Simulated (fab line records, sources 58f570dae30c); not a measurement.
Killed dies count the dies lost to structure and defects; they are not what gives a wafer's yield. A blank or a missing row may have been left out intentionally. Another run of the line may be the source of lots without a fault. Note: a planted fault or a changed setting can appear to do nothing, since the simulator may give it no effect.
Which tool did it? :: flow berkeleyCmos170 :: 14 lots with 42 wafers sampled at 3 steps, on a route of 331 steps

## WHAT THE GAUGES READ, wafer by wafer
UCB170_FIELD_THK_MEAS_91. Usual: FIELD_OXIDE_LEFT_2_THK 355 nm, standard deviation 11.
lot: L261
measured: day 5 08:57
on: filmMetro-01
FIELD_OXIDE_LEFT_2_THK (nm): 350 348 356
flag: 

lot: L262
measured: day 5 09:10
on: filmMetro-03
FIELD_OXIDE_LEFT_2_THK (nm): 349 342 338
flag: 

lot: L263
measured: day 5 18:31
on: filmMetro-01
FIELD_OXIDE_LEFT_2_THK (nm): 347 352 359
flag: 

lot: L264
measured: day 6 00:19
on: filmMetro-04
FIELD_OXIDE_LEFT_2_THK (nm): 345 344 338
flag: 

lot: L266
measured: day 6 06:49
on: filmMetro-04
FIELD_OXIDE_LEFT_2_THK (nm): 360 358 353
flag: 

lot: L265
measured: day 6 07:05
on: filmMetro-01
FIELD_OXIDE_LEFT_2_THK (nm): 349 354 353
flag: 

lot: L270
measured: day 7 09:45
on: filmMetro-01
FIELD_OXIDE_LEFT_2_THK (nm): 343 350 349
flag: 

lot: L273
measured: day 8 01:56
on: filmMetro-04
FIELD_OXIDE_LEFT_2_THK (nm): 353 366 357
flag: 

lot: L274
measured: day 8 15:15
on: filmMetro-01
FIELD_OXIDE_LEFT_2_THK (nm): 359 367 363
flag: 

lot: L275
measured: day 8 20:47
on: filmMetro-04
FIELD_OXIDE_LEFT_2_THK (nm): 340 348 342
flag: 

lot: L277
measured: day 8 20:51
on: filmMetro-01
FIELD_OXIDE_LEFT_2_THK (nm): 352 348 341
flag: 

lot: L280
measured: day 9 12:13
on: filmMetro-01
FIELD_OXIDE_LEFT_2_THK (nm): 372 370 365
flag: 

lot: L281
measured: day 9 12:30
on: filmMetro-03
FIELD_OXIDE_LEFT_2_THK (nm): 377 366 375
flag: 

lot: L283
measured: day 10 01:32
on: filmMetro-03
FIELD_OXIDE_LEFT_2_THK (nm): 359 356 371
flag: 

UCB170_NLDD_CD_MEAS_06: target cd 1200 nm. Usual: 1200.3 nm for cdNm, sd 1.3.
lot: L261
measured: day 5 23:39
on: cdSem-02
cdNm (nm): 1199.0 1199.6 1200.5
flag: 

lot: L262
measured: day 5 23:53
on: cdSem-01
cdNm (nm): 1199.4 1199.6 1200.2
flag: 

lot: L263
measured: day 6 09:53
on: cdSem-01
cdNm (nm): 1199.8 1199.4 1199.4
flag: 

lot: L264
measured: day 6 17:36
on: cdSem-01
cdNm (nm): 1199.5 1199.3 1199.6
flag: 

lot: L266
measured: day 6 22:23
on: cdSem-01
cdNm (nm): 1201.1 1201.4 1202.4
flag: 

lot: L265
measured: day 6 22:49
on: cdSem-01
cdNm (nm): 1199.5 1200.2 1200.8
flag: 

lot: L270
measured: day 8 01:14
on: cdSem-01
cdNm (nm): 1200.9 1201.4 1200.4
flag: 

lot: L273
measured: day 8 16:55
on: cdSem-01
cdNm (nm): 1199.2 1200.3 1201.0
flag: 

lot: L274
measured: day 9 03:32
on: cdSem-02
cdNm (nm): 1199.7 1200.4 1201.1
flag: 

lot: L275
measured: day 9 10:54
on: cdSem-01
cdNm (nm): 1199.8 1199.9 1200.7
flag: 

lot: L277
measured: day 9 11:28
on: cdSem-01
cdNm (nm): 1199.9 1199.1 1198.6
flag: 

lot: L280
measured: day 10 03:42
on: cdSem-01
cdNm (nm): 1200.1 1201.3 1200.2
flag: 

lot: L281
measured: day 10 04:36
on: cdSem-02
cdNm (nm): 1199.3 1197.4 1198.2
flag: 

lot: L283
measured: day 10 18:28
on: cdSem-01
cdNm (nm): 1200.3 1199.9 1200.5
flag: 

## TOOL THAT RAN EACH LOT (tool first, then ch and the chambers of the sampled wafers, then the start)
lot: L261
UCB170_PVT_STRIP_08: plasmaAsher-02 ch 0,1, day 5 08:43

lot: L262
UCB170_PVT_STRIP_08: plasmaAsher-02 ch 0,1, day 5 08:57

lot: L263
UCB170_PVT_STRIP_08: plasmaAsher-03 ch 0,1, day 5 18:12

lot: L264
UCB170_PVT_STRIP_08: plasmaAsher-02 ch 0,1, day 6 00:04

lot: L266
UCB170_PVT_STRIP_08: plasmaAsher-02 ch 0,1, day 6 06:34

lot: L265
UCB170_PVT_STRIP_08: plasmaAsher-03 ch 0,1, day 6 06:43

lot: L270
UCB170_PVT_STRIP_08: plasmaAsher-03 ch 0,1, day 7 09:30

lot: L273
UCB170_PVT_STRIP_08: plasmaAsher-02 ch 0,1, day 8 01:42

lot: L274
UCB170_PVT_STRIP_08: plasmaAsher-04 ch 0,1, day 8 15:01

lot: L275
UCB170_PVT_STRIP_08: plasmaAsher-03 ch 0,1, day 8 19:27

lot: L277
UCB170_PVT_STRIP_08: plasmaAsher-04 ch 0,1, day 8 19:34

lot: L280
UCB170_PVT_STRIP_08: plasmaAsher-03 ch 0,1, day 9 12:00

lot: L281
UCB170_PVT_STRIP_08: plasmaAsher-04 ch 0,1, day 9 12:16

lot: L283
UCB170_PVT_STRIP_08: plasmaAsher-03 ch 0,1, day 10 01:19
- UCB170_PVT_STRIP_08: strips in O2.

## WHAT THE TOOLS THEMSELVES READ (means of the sampled wafers that have a number; where no wafer has one, the mark that the record gives instead)
UCB170_PVT_STRIP_08. Usual: drypumpMotorCurrentA 5.6 A, standard deviation 0.48; oesProductAu 0.735 a.u., standard deviation 0.0048; stripTimeToEndpointS 21.61 s, standard deviation 0.078.
lot: L261
tool: plasmaAsher-02
drypumpMotorCurrentA (A): 5.7
oesProductAu (a.u.): 0.733
stripTimeToEndpointS (s): 21.59
flag: 

lot: L262
tool: plasmaAsher-02
drypumpMotorCurrentA (A): 5.6
oesProductAu (a.u.): 0.731
stripTimeToEndpointS (s): 21.78
flag: 

lot: L263
tool: plasmaAsher-03
drypumpMotorCurrentA (A): 5.9
oesProductAu (a.u.): 0.734
stripTimeToEndpointS (s): 21.57
flag: 

lot: L264
tool: plasmaAsher-02
drypumpMotorCurrentA (A): 5.5
oesProductAu (a.u.): 0.737
stripTimeToEndpointS (s): 21.58
flag: 

lot: L266
tool: plasmaAsher-02
drypumpMotorCurrentA (A): 5.7
oesProductAu (a.u.): 0.736
stripTimeToEndpointS (s): 21.53
flag: 

lot: L265
tool: plasmaAsher-03
drypumpMotorCurrentA (A): 5.7
oesProductAu (a.u.): 0.737
stripTimeToEndpointS (s): 21.60
flag: 

lot: L270
tool: plasmaAsher-03
drypumpMotorCurrentA (A): 5.7
oesProductAu (a.u.): 0.732
stripTimeToEndpointS (s): 21.71
flag: 

lot: L273
tool: plasmaAsher-02
drypumpMotorCurrentA (A): 5.4
oesProductAu (a.u.): 0.741
stripTimeToEndpointS (s): 21.58
flag: 

lot: L274
tool: plasmaAsher-04
drypumpMotorCurrentA (A): 5.6
oesProductAu (a.u.): 0.735
stripTimeToEndpointS (s): 21.55
flag: 

lot: L275
tool: plasmaAsher-03
drypumpMotorCurrentA (A): 5.6
oesProductAu (a.u.): 0.732
stripTimeToEndpointS (s): 21.58
flag: 

lot: L277
tool: plasmaAsher-04
drypumpMotorCurrentA (A): 5.1
oesProductAu (a.u.): 0.731
stripTimeToEndpointS (s): 21.70
flag: 

lot: L280
tool: plasmaAsher-03
drypumpMotorCurrentA (A): 5.9
oesProductAu (a.u.): 0.736
stripTimeToEndpointS (s): 21.70
flag: 

lot: L281
tool: plasmaAsher-04
drypumpMotorCurrentA (A): 5.6
oesProductAu (a.u.): 0.730
stripTimeToEndpointS (s): 21.57
flag: 

lot: L283
tool: plasmaAsher-03
drypumpMotorCurrentA (A): 5.9
oesProductAu (a.u.): 0.734
stripTimeToEndpointS (s): 21.63
flag: 

## THE ANSWER, worked out from the rows above alone
Rule: a lot counts as off when the mean over its wafers that have a number is more than 3 standard deviations away from the usual mean. Also off: a lot with no number at a reading for which 4 or more lots have one. Any other lot the step has rows for is counted as sound. The gauges are gone through in route order, then the tools' own readings, and for those a lot's mean is taken as printed above. The first step at which some lot is off is used, and at that step the reading that is off furthest; a lot without a number counts as furthest.
No lot is off at any reading shown: from this, nothing can be told.

## WHAT THE SIMULATOR HAD INSERTED
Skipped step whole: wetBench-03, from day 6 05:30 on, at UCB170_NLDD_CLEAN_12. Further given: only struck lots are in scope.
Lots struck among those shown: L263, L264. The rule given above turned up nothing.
